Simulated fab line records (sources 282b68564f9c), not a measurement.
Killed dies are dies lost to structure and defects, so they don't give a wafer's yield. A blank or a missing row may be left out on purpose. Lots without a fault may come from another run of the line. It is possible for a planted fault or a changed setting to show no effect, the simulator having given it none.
fab line records	flow rit-cmos
record: lots: 6	wafers: 18	last-day: 7
route steps=202 shown CONTACT@176 M1@184
lots with no fault: from the same line, run without faults
start-h: hours from the record's opening day to when the first of the lot's shown wafers began	wait-h: hours since the lot's step before	" as in the row above	L1.1+2: a single row standing in for several wafers	- no value, or no start given	* or withheld: withheld	< > ~ a bound
route shown NAME@n: a module of which the file shows steps, and the number in the route of the first	usual: the fault-free wafers' mean and standard deviation	same: alike in all rows	chamber/n: place in a boat	sites: per-site readings	_std_site: the values' standard deviation	_edge_site: the outer-site mean with the inner-site mean subtracted	radius-mm: how far each site lies from the wafer's centre	mask NAME#n: copy n	behind: the most recent tool/chamber to have shaped the wafer	hold: the reason the lot was held/the length of the hold in hours/how it ended	device: which transistor (n, p or np) failed to switch	end of line: the tests these same wafers got at the end of their route	for a step that has no rows: nothing shown but its recipe	killed: dies lost to structure and defects at the first sort, not the wafer's yield	map: dies across one wafer; x = killed, . = not, _ = none there
set.NAME: the run value of the setting; set.NAME@STEP: its run value at that earlier step	model.NAME: the simulator's own value behind a step, which no gauge read
certain route steps with their lots: each step a table, each wafer a row
services: from which hour (start-h, from the record's first day; less than 0 if before it) a tool's chamber was out of use, for how many hours, and why
== steps ==
step: RIT_CONTACT_CD_MEAS_08
recipe: target-cd-nm: 1000
usual: cd-nm: 999.5/2
lot.wafer	tool	chamber	start-h	wait-h	cd-nm
L360.2	cd-sem-01	-	51.49	-	999.7
L360.4	"	-	"	"	997.5
L360.6	"	-	"	"	999.6
L364.4	cd-sem-01	-	74.08	-	997.8
L364.5	"	-	"	"	998.2
L364.6	"	-	"	"	998.9
L370.1	cd-sem-02	-	107.78	-	1002.7
L370.2	"	-	"	"	1000.9
L370.3	"	-	"	"	1002.9
L371.2	cd-sem-02	-	111.63	-	1000.5
L371.3	"	-	"	"	1001.0
L371.6	"	-	"	"	998.9
L374.4	cd-sem-02	-	127.82	-	996.8
L374.5	"	-	"	"	998.5
L374.6	"	-	"	"	998.8
L380.1	cd-sem-01	-	151.68	-	1000.0
L380.2	"	-	"	"	1000.6
L380.4	"	-	"	"	1001.7
step: RIT_CONTACT_OVL_MEAS_09
usual: CONTACT_OVL: 0.2/1.4
lot.wafer	tool	chamber	start-h	wait-h	CONTACT_OVL[nm]
L360.2	overlay-01	-	51.60	0.1	1.8
L360.4	"	-	"	"	1.2
L360.6	"	-	"	"	0.2
L364.4	overlay-01	-	74.16	0.1	1.3
L364.5	"	-	"	"	1.3
L364.6	"	-	"	"	0.9
L370.1	overlay-01	-	107.90	0.1	-1.7
L370.2	"	-	"	"	1.4
L370.3	"	-	"	"	-0.2
L371.2	overlay-02	-	111.74	0.1	-1.2
L371.3	"	-	"	"	-0.3
L371.6	"	-	"	"	0.5
L374.4	overlay-02	-	127.90	0.1	-1.5
L374.5	"	-	"	"	-1.5
L374.6	"	-	"	"	-1.7
L380.1	overlay-02	-	151.80	0.1	2.2
L380.2	"	-	"	"	0.9
L380.4	"	-	"	"	0.8
step: RIT_CONTACT_HARDBAKE_10
recipe: resist: NOVOLAK	temp-c: 140	time-s: 60
step: RIT_CONTACT_ETCH_11
recipe: target-depth-a: 4800	over-etch-frac: 0.2	stop-on: TiSi2	chemistry: CHF3/CF4/Ar	target: SiO2	CHF3_flow_sccm: 50	cf4-flow-sccm: 10	Ar_flow_sccm: 100	O2_flow_sccm: 5	pressure-mtorr: 100	rf-w: 200	time-s: 320
usual: drypump-motor-current-A: 5.8/0.41	oes-product-au: 0.981/0.015	throttle-valve-pct: 8.89/0.11
lot.wafer	tool	chamber	start-h	wait-h	drypump-motor-current-A	oes-product-au	rf-hours-counter-h	throttle-valve-pct
L360.2	rie-diel-03	0	51.78	0.1	6.2	0.973	154	8.95
L360.4	"	2	"	"	5.6	0.994	127	8.88
L360.6	"	2	"	"	5.6	1.001	-	8.89
L364.4	rie-diel-03	0	74.33	0.1	6.3	0.970	154	8.94
L364.5	"	3	"	"	6.0	0.966	-	8.70
L364.6	"	0	"	"	6.3	0.963	-	8.95
L370.1	rie-diel-01	2	108.08	0.1	5.4	0.990	9	8.90
L370.2	"	3	"	"	4.6	0.972	115	8.97
L370.3	"	0	"	"	5.8	0.977	90	8.82
L371.2	rie-diel-03	1	111.92	0.1	5.4	0.967	3	8.86
L371.3	"	3	"	"	6.0	0.967	5	8.71
L371.6	"	1	"	"	5.4	0.970	-	8.86
L374.4	rie-diel-03	1	128.16	0.1	5.4	0.963	-	8.85
L374.5	"	2	"	"	5.6	0.991	-	8.90
L374.6	"	3	"	"	6.0	0.970	-	8.74
L380.1	rie-diel-04	0	151.98	0.1	6.3	1.001	36	9.00
L380.2	"	3	"	"	5.5	0.982	2	9.00
L380.4	"	1	"	"	5.7	0.990	2	9.02
step: RIT_CONTACT_STRIP_12
recipe: chemistry: O2	time-s: 180	resist: NOVOLAK	platen-temp-c: withheld	power-w: 500	pressure-mtorr: 4000	o2-flow-sccm: 4000
usual: drypump-motor-current-A: 5.37/0.26
lot.wafer	tool	chamber	start-h	wait-h	drypump-motor-current-A	rf-hours-counter-h
L360.2	plasma-asher-01	0	51.97	0.1	5.29	40
L360.4	"	0	"	"	5.34	-
L360.6	"	1	"	"	5.24	-
L364.4	plasma-asher-02	1	74.58	0.2	5.45	-
L364.5	"	1	"	"	5.38	-
L364.6	"	0	"	"	5.36	-
L370.1	plasma-asher-02	1	108.28	0.1	5.37	32
L370.2	"	0	"	"	5.40	32
L370.3	"	0	"	"	5.36	-
L371.2	plasma-asher-02	0	112.11	0.1	5.39	33
L371.3	"	1	"	"	5.39	-
L371.6	"	1	"	"	5.41	-
L374.4	plasma-asher-03	0	128.32	0.1	5.93	-
L374.5	"	0	"	"	5.91	-
L374.6	"	1	"	"	4.95	-
L380.1	plasma-asher-03	0	152.18	0.1	5.90	52
L380.2	"	1	"	"	4.96	52
L380.4	"	1	"	"	4.97	-
step: RIT_CONTACT_CD_MEAS_90
recipe: target-cd-nm: 1000
usual: cd-nm: 999.5/2
lot.wafer	tool	chamber	start-h	wait-h	cd-nm
L360.2	cd-sem-02	-	52.17	0.1	999.4
L360.4	"	-	"	"	997.8
L360.6	"	-	"	"	999.9
L364.4	cd-sem-02	-	74.76	0.1	997.9
L364.5	"	-	"	"	998.6
L364.6	"	-	"	"	999.0
L370.1	cd-sem-02	-	108.45	0.1	1002.3
L370.2	"	-	"	"	1001.0
L370.3	"	-	"	"	1002.3
L371.2	cd-sem-01	-	112.31	0.1	1000.5
L371.3	"	-	"	"	1001.2
L371.6	"	-	"	"	998.8
L374.4	cd-sem-02	-	128.49	0.1	997.3
L374.5	"	-	"	"	999.0
L374.6	"	-	"	"	998.6
L380.1	cd-sem-02	-	152.35	0.1	1000.1
L380.2	"	-	"	"	1000.9
L380.4	"	-	"	"	1001.9
step: RIT_CONTACT_CLEAN_13
recipe: chemistry: SC1	mix: 3:3:50	time-s: 600	temp-c: 75
step: RIT_CONTACT_CLEAN_14
recipe: chemistry: SC2	mix: 3:3:50	time-s: 600	temp-c: 75	dry: n2-spin
step: RIT_M1_SPUTTER_00
recipe: material: Al	target-thk-nm: 400	power-w: 2000	chamber-pressure-pa: 0.4	gas: Ar	time-s: 500	substrate-temp-c: 25
usual: substrate-temp-c: 25.02/0.084	throttle-valve-pct: 30.3/1.2
lot.wafer	tool	chamber	start-h	wait-h	substrate-temp-c	throttle-valve-pct
L360.2	pvd-sputter-02	-	52.63	0.0	24.80	30.4
L360.4	"	-	"	"	24.98	32.1
L360.6	"	-	"	"	25.15	28.9
L364.4	pvd-sputter-02	-	75.18	0.0	25.07	29.0
L364.5	"	-	"	"	25.06	29.3
L364.6	"	-	"	"	24.94	28.8
L370.1	pvd-sputter-02	-	108.92	0.0	24.97	32.0
L370.2	"	-	"	"	24.94	29.2
L370.3	"	-	"	"	25.14	29.3
L371.2	pvd-sputter-03	-	112.76	0.0	25.10	29.4
L371.3	"	-	"	"	25.05	30.0
L371.6	"	-	"	"	25.14	31.8
L374.4	pvd-sputter-04	-	128.90	0.0	24.99	31.5
L374.5	"	-	"	"	25.18	31.5
L374.6	"	-	"	"	24.98	32.0
L380.1	pvd-sputter-04	-	152.82	0.0	24.98	31.7
L380.2	"	-	"	"	25.25	28.5
L380.4	"	-	"	"	25.12	31.7
step: RIT_M1_RS_MEAS_01
recipe: thk-meas-gauge: four-point-probe	reads: Al_of_M1_SPUTTER_00
usual: M1_AL_RS: 0.0729/0.00064
lot.wafer	tool	chamber	start-h	wait-h	M1_AL_RS[ohm/sq]
L360.2	film-metro-04	-	52.95	0.2	0.0724
L360.4	"	-	"	"	0.0725
L360.6	"	-	"	"	0.0719
L364.4	film-metro-02	-	75.54	0.2	0.0713
L364.5	"	-	"	"	0.0722
L364.6	"	-	"	"	0.0720
L370.1	film-metro-01	-	109.22	0.1	0.0734
L370.2	"	-	"	"	0.0722
L370.3	"	-	"	"	0.0737
L371.2	film-metro-02	-	113.07	0.2	0.0731
L371.3	"	-	"	"	0.0732
L371.6	"	-	"	"	0.0729
L374.4	film-metro-02	-	129.26	0.2	0.0737
L374.5	"	-	"	"	0.0721
L374.6	"	-	"	"	0.0732
L380.1	film-metro-01	-	153.12	0.1	0.0717
L380.2	"	-	"	"	0.0720
L380.4	"	-	"	"	0.0731
step: RIT_M1_THK_MEAS_02
recipe: thk-meas-gauge: xrf	reads: Al_of_M1_SPUTTER_00
usual: M1_AL_THK: 397/3.8
lot.wafer	tool	chamber	start-h	wait-h	M1_AL_THK[nm]
L360.2	film-metro-04	-	53.06	0.1	398
L360.4	"	-	"	"	398
L360.6	"	-	"	"	401
L364.4	film-metro-02	-	75.63	0.1	406
L364.5	"	-	"	"	405
L364.6	"	-	"	"	401
L370.1	film-metro-01	-	109.34	0.1	395
L370.2	"	-	"	"	400
L370.3	"	-	"	"	393
L371.2	film-metro-02	-	113.18	0.1	394
L371.3	"	-	"	"	394
L371.6	"	-	"	"	396
L374.4	film-metro-02	-	129.35	0.1	393
L374.5	"	-	"	"	402
L374.6	"	-	"	"	394
L380.1	film-metro-01	-	153.24	0.1	403
L380.2	"	-	"	"	404
L380.4	"	-	"	"	397
step: RIT_M1_HMDS_03
recipe: prime-time-s: 60	prime-temp-c: 140
step: RIT_M1_COAT_04
recipe: resist: NOVOLAK	spin-rpm: 2000	resist-thk-nm: 1300
lot.wafer	tool	chamber	start-h	wait-h	model.NOVOLAK_of_M1_COAT_04.thk-nm
L360.2	litho-track-02	0	53.28	0.1	1309
L360.4	"	0	"	"	1306
L360.6	"	0	"	"	1303
L364.4	litho-track-03	0	75.88	0.1	1302
L364.5	"	0	"	"	1300
L364.6	"	0	"	"	1305
L370.1	litho-track-02	0	109.55	0.1	1276
L370.2	"	0	"	"	1272
L370.3	"	0	"	"	1270
L371.2	litho-track-02	0	113.41	0.1	1274
L371.3	"	0	"	"	1273
L371.6	"	0	"	"	1269
L374.4	litho-track-03	0	129.66	0.1	1295
L374.5	"	0	"	"	1303
L374.6	"	0	"	"	1296
L380.1+2+4	litho-track-04	0	153.45	0.1	1302
step: RIT_M1_SOFTBAKE_05
recipe: resist: NOVOLAK	temp-c: 90	time-s: 60
step: RIT_M1_EXPOSE_06
recipe: mask-id: M12	na: 0.6	source-shape: conventional	sigma-outer: 0.5	target-cd-nm: 2600	dose-mj: 250
step: RIT_M1_PEB_07
recipe: resist: NOVOLAK	temp-c: withheld	time-s: withheld
step: RIT_M1_DEVELOP_08
recipe: resist: NOVOLAK	develop-time-s: 68	dev-temp-c: 23
step: RIT_M1_CD_MEAS_09
recipe: target-cd-nm: 2600
usual: cd-nm: 2600.3/2.3
lot.wafer	tool	chamber	start-h	wait-h	cd-nm
L360.2	cd-sem-02	-	54.13	-	2600.7
L360.4	"	-	"	"	2601.9
L360.6	"	-	"	"	2600.9
L364.4	cd-sem-01	-	76.60	-	2598.5
L364.5	"	-	"	"	2599.6
L364.6	"	-	"	"	2599.8
L370.1	cd-sem-02	-	110.28	-	2600.6
L370.2	"	-	"	"	2599.0
L370.3	"	-	"	"	2595.2
L371.2	cd-sem-02	-	114.26	-	2599.6
L371.3	"	-	"	"	2597.9
L371.6	"	-	"	"	2600.7
L374.4	cd-sem-02	-	130.50	-	2596.9
L374.5	"	-	"	"	2598.7
L374.6	"	-	"	"	2596.9
L380.1	cd-sem-01	-	154.18	-	2603.2
L380.2	"	-	"	"	2599.9
L380.4	"	-	"	"	2603.3
step: RIT_M1_OVL_MEAS_10
usual: M1_OVL: -0.6/1.5
lot.wafer	tool	chamber	start-h	wait-h	M1_OVL[nm]
L360.2	overlay-02	-	54.24	0.1	-3.9
L360.4	"	-	"	"	-2.5
L360.6	"	-	"	"	-2.0
L364.4	overlay-02	-	76.68	0.1	-2.8
L364.5	"	-	"	"	0.1
L364.6	"	-	"	"	-1.6
L370.1	overlay-02	-	110.40	0.1	-1.4
L370.2	"	-	"	"	-0.2
L370.3	"	-	"	"	-1.0
L371.2	overlay-01	-	114.36	0.1	1.3
L371.3	"	-	"	"	0.8
L371.6	"	-	"	"	0.9
L374.4	overlay-01	-	130.58	0.1	-1.1
L374.5	"	-	"	"	-1.8
L374.6	"	-	"	"	-2.7
L380.1	overlay-01	-	154.30	0.1	1.0
L380.2	"	-	"	"	3.4
L380.4	"	-	"	"	0.6
step: RIT_M1_HARDBAKE_11
recipe: resist: NOVOLAK	temp-c: 140	time-s: 120
step: RIT_M1_METAL_ETCH_12
recipe: stop-on: SiO2	chemistry: Cl2/BCl3	target: Al	time-s: 165	over-etch-frac: 0.5	pressure-mtorr: 100	target-depth-a: 6000	rf-w: 250	Cl2_flow_sccm: 60	bcl3-flow-sccm: 50
usual: drypump-motor-current-A: 5.61/0.12	mfc-cl2-sccm: 59.98/0.19	oes-product-au: 0.777/0.013	throttle-valve-pct: 8.34/0.073
lot.wafer	tool	chamber	start-h	wait-h	drypump-motor-current-A	mfc-cl2-sccm	oes-product-au	rf-hours-counter-h	throttle-valve-pct	model.NOVOLAK_of_M1_COAT_04.thk-nm
L360.2	rie-metal-01	1	54.52	0.2	5.53	59.58	0.777	4.0	8.25	821.9
L360.4	"	0	"	"	5.68	59.72	0.753	-	8.36	802.4
L360.6	"	0	"	"	5.70	59.55	0.773	-	8.36	800.2
L364.4	rie-metal-04	1	77.00	0.1	5.58	60.13	0.770	-	8.30	816.1
L364.5	"	1	"	"	5.56	59.90	0.775	-	8.30	814.9
L364.6	"	0	"	"	5.83	60.01	0.796	-	8.40	803.5
L370.1	rie-metal-04	1	110.68	0.2	5.54	60.21	0.768	1.1	8.30	790.8
L370.2	"	0	"	"	5.84	60.28	0.797	1.1	8.40	775.7
L370.3	"	0	"	"	5.81	60.09	0.787	-	8.41	772.1
L371.2	rie-metal-03	0	114.64	0.2	5.44	60.30	0.762	2.7	8.27	787.6
L371.3	"	0	"	"	5.43	60.37	0.768	-	8.29	787.1
L371.6	"	0	"	"	5.44	60.45	0.758	-	8.26	784.9
L374.4	rie-metal-03	1	130.96	0.1	5.62	59.98	0.789	-	8.45	800.5
L374.5	"	1	"	"	5.62	60.02	0.802	-	8.45	805.7
L374.6	"	0	"	"	5.44	59.98	0.763	-	8.29	806.2
L380.1	rie-metal-03	1	154.58	0.2	5.61	60.32	0.817	3.2	8.45	805
L380.2	"	0	"	"	5.43	60.11	0.771	3.2	8.29	813.7
L380.4	"	1	"	"	5.61	59.74	0.803	-	8.45	803
step: RIT_M1_STRIP_13
recipe: chemistry: nmp	resist: NOVOLAK	temp-c: 80	time-s: 600	dry: n2-spin
step: RIT_M1_PROBE_99
usual: defect-limited-yield: 97.4/1	killed-at-contacts: 0.1/0.31	killed-at-front-end: 6.8/2.7	killed-dies: 6.9/2.7	killed-open: 3.3/1.8	killed-short: 3.5/1.8	sort_bin_3_pad_short: 0.2/0.23	sort_bin_5_function: 1.5/0.86	sort_bin_6_memory: 1.0/0.61	sort-n-pass: 257.1/2.7	sort-yield-pct: 97.4/1
same: gross-dies: 264	killed_at_M0_to_M3: 0	killed_at_M4_up: 0	killed-at-back-side: 0	killed-at-other: 0
lot.wafer	tool	chamber	start-h	wait-h	defect-limited-yield[%]	killed-at-contacts	killed-at-front-end	killed-dies	killed-open	killed-short	sort_bin_3_pad_short[%]	sort_bin_5_function[%]	sort_bin_6_memory[%]	sort-n-pass	sort-yield-pct[%]
L360.2	prober-01	-	58.72	0.1	98.1	0	5	5	3	1	0	1.9	0	259.0	98.1
L360.4	prober-01	-	58.82	0.2	97.0	0	8	8	5	3	0.4	0.8	1.9	256.0	97.0
L360.6	prober-01	-	58.92	0.2	96.2	0	10	10	4	6	0	2.3	1.5	254.0	96.2
L364.4	prober-01	-	80.76	0.2	97.0	0	8	8	4	4	0	1.9	1.1	256.0	97.0
L364.5	prober-01	-	80.81	0.2	95.5	1	11	12	7	5	0	1.9	2.7	252.0	95.5
L364.6	prober-01	-	80.86	0.2	95.8	0	11	11	5	6	0.4	3.0	0.8	253.0	95.8
L370.1	prober-02	-	113.56	0.1	95.8	0	11	11	5	6	0.8	2.3	1.1	253.0	95.8
L370.2	prober-02	-	113.61	0.1	97.3	0	7	7	2	5	0.4	1.9	0.4	257.0	97.3
L370.3	prober-02	-	113.66	0.2	97.3	0	7	7	4	3	0	1.9	0.8	257.0	97.3
L371.2	prober-01	-	116.96	0.1	97.0	0	8	8	4	3	0.4	1.5	1.1	256.0	97.0
L371.3	prober-01	-	117.01	0.2	97.3	0	7	7	4	3	0	2.3	0.4	257.0	97.3
L371.6	prober-01	-	117.16	0.2	95.8	1	10	11	6	5	0.4	1.5	2.3	253.0	95.8
L374.4	prober-02	-	134.59	0.2	97.0	0	8	8	2	6	0.4	1.1	1.5	256.0	97.0
L374.5	prober-02	-	134.64	0.2	96.2	0	10	10	4	6	0.8	1.9	1.1	254.0	96.2
L374.6	prober-02	-	134.69	0.2	97.7	0	6	6	0	6	0	0.4	1.9	258.0	97.7
L380.1	prober-02	-	156.84	0.1	95.8	0	11	11	5	6	0	2.3	1.9	253.0	95.8
L380.2	prober-02	-	156.89	0.1	95.1	0	13	13	8	5	0.4	3.8	0.8	251.0	95.1
L380.4	prober-02	-	156.99	0.2	98.9	0	3	3	2	1	0	0.4	0.8	261.0	98.9
killed by level:class
L360.2 GATE:geometric-particle:open=2 FOX1:geometric-particle:open=1 GATE:geometric-particle:short=1 NWELL:coat-microbubble-printed=1
L360.4 GATE:geometric-particle:open=2 REOX:geometric-particle:open=2 GATE:geometric-particle:short=1 REOX:geometric-particle:short=1 SILICIDE:geometric-particle:open=1 SILICIDE:geometric-particle:short=1
L360.6 GATE:geometric-particle:open=3 GATE:geometric-particle:short=3 REOX:geometric-particle:short=2 FOX1:geometric-particle:open=1 FOX1:geometric-particle:short=1
L364.4 GATE:geometric-particle:open=3 SPACER:geometric-particle:short=2 FOX2:geometric-particle:short=1 REOX:geometric-particle:short=1 SPACER:geometric-particle:open=1
L364.5 SPACER:geometric-particle:open=3 REOX:geometric-particle:open=2 SPACER:geometric-particle:short=2 GATE:geometric-particle:open=1 GATE:geometric-particle:short=1 REOX:geometric-particle:short=1 SILICIDE:geometric-particle:short=1 CONTACT:geometric-particle:open=1
L364.6 GATE:geometric-particle:open=2 GATE:geometric-particle:short=2 SILICIDE:geometric-particle:short=2 FOX1:geometric-particle:open=1 FOX1:geometric-particle:short=1 FOX2:geometric-particle:short=1 REOX:geometric-particle:open=1 SILICIDE:geometric-particle:open=1
L370.1 GATE:geometric-particle:short=5 GATE:geometric-particle:open=2 FOX1:geometric-particle:short=1 FOX1:geometric-particle:open=1 FOX2:geometric-particle:open=1 REOX:geometric-particle:open=1
L370.2 SILICIDE:geometric-particle:short=2 FOX2:geometric-particle:short=1 GATE:geometric-particle:short=1 REOX:geometric-particle:open=1 SPACER:geometric-particle:short=1 SILICIDE:geometric-particle:open=1
L370.3 GATE:geometric-particle:open=3 GATE:geometric-particle:short=2 FOX1:geometric-particle:short=1 SPACER:geometric-particle:open=1
L371.2 SILICIDE:geometric-particle:open=3 FOX1:geometric-particle:short=1 GATE:geometric-particle:short=1 GATE:geometric-particle:open=1 SILICIDE:geometric-particle:short=1 GATE:coat-microbubble-printed=1
L371.3 GATE:geometric-particle:open=2 GATE:geometric-particle:short=1 REOX:geometric-particle:short=1 REOX:geometric-particle:open=1 SILICIDE:geometric-particle:open=1 SILICIDE:geometric-particle:short=1
L371.6 GATE:geometric-particle:open=2 GATE:geometric-particle:short=2 SILICIDE:geometric-particle:open=2 ACTIVE:geometric-particle:open=1 FOX1:geometric-particle:open=1 REOX:geometric-particle:short=1 SILICIDE:geometric-particle:short=1 CONTACT:geometric-particle:short=1
L374.4 GATE:geometric-particle:short=2 SILICIDE:geometric-particle:short=2 GATE:geometric-particle:open=1 REOX:geometric-particle:short=1 SPACER:geometric-particle:short=1 SPACER:geometric-particle:open=1
L374.5 SPACER:geometric-particle:short=3 GATE:geometric-particle:short=2 GATE:geometric-particle:open=2 SPACER:geometric-particle:open=2 FOX1:geometric-particle:short=1
L374.6 GATE:geometric-particle:short=3 SPACER:geometric-particle:short=3
L380.1 GATE:geometric-particle:short=4 GATE:geometric-particle:open=3 FOX2:geometric-particle:open=1 REOX:geometric-particle:open=1 REOX:geometric-particle:short=1 SPACER:geometric-particle:short=1
L380.2 GATE:geometric-particle:short=4 GATE:geometric-particle:open=3 SILICIDE:geometric-particle:open=3 REOX:geometric-particle:open=1 SPACER:geometric-particle:open=1 SPACER:geometric-particle:short=1
L380.4 FOX1:geometric-particle:open=1 GATE:geometric-particle:short=1 SILICIDE:geometric-particle:open=1
== services ==
tool	chamber	start-h	hours	kind
rie-metal-04	0	28.00	3.1	repair
rie-diel-04	3	30.85	-	clean
rie-diel-04	3	30.85	17.5	scheduled-down
rie-diel-04	3	30.85	17.5	vent-cycle
plasma-asher-01	-	31.89	11.1	repair
rie-metal-03	-	51.85	28.2	repair
pvd-sputter-02	-	54.59	1.1	repair
rie-diel-04	1	66.01	-	clean
rie-diel-04	1	66.01	15.0	scheduled-down
rie-diel-04	1	66.01	15.0	vent-cycle
rie-metal-04	-	70.45	0.3	repair
rie-diel-01	3	73.26	4.4	repair
rie-diel-03	-	95.47	0.4	repair
rie-diel-04	0	104.39	7.0	repair
plasma-asher-01	-	108.75	9.0	pm
rie-metal-01	-	123.17	0.8	repair
rie-diel-03	0	123.72	-	clean
rie-diel-03	0	123.72	12.9	scheduled-down
rie-diel-03	0	123.72	12.9	vent-cycle
pvd-sputter-02	-	126.57	2.8	repair
pvd-sputter-03	-	135.78	5.3	repair
pvd-sputter-02	-	136.29	2.7	repair
rie-diel-03	3	137.19	5.7	repair
pvd-sputter-03	-	143.10	2.3	repair
== key ==
first-sign none at tools or gauges
model-effect: step: RIT_M1_COAT_04	value: NOVOLAK_of_M1_COAT_04.thk-nm	without: 1309	struck: 1272
model-effect: step: RIT_M1_METAL_ETCH_12	value: NOVOLAK_of_M1_COAT_04.thk-nm	without: 814.1	struck: 783
met-at RIT_M1_COAT_04
struck-wafers L370.1,L370.2,L370.3,L371.2,L371.3,L371.6
onset-between 53.28 109.55
also-fits RIT_CONTACT_STRIP_12:plasma-asher-02
fault: kind: process-parameter-drift	tool: litho-track-02	chamber: -	onset-h: 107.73	steps: RIT_M1_COAT_04	channel: resist-thk-nm	offset: -35.882	shape: step	end-h: 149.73	acts-in: these-recipes-only	stated: 1300
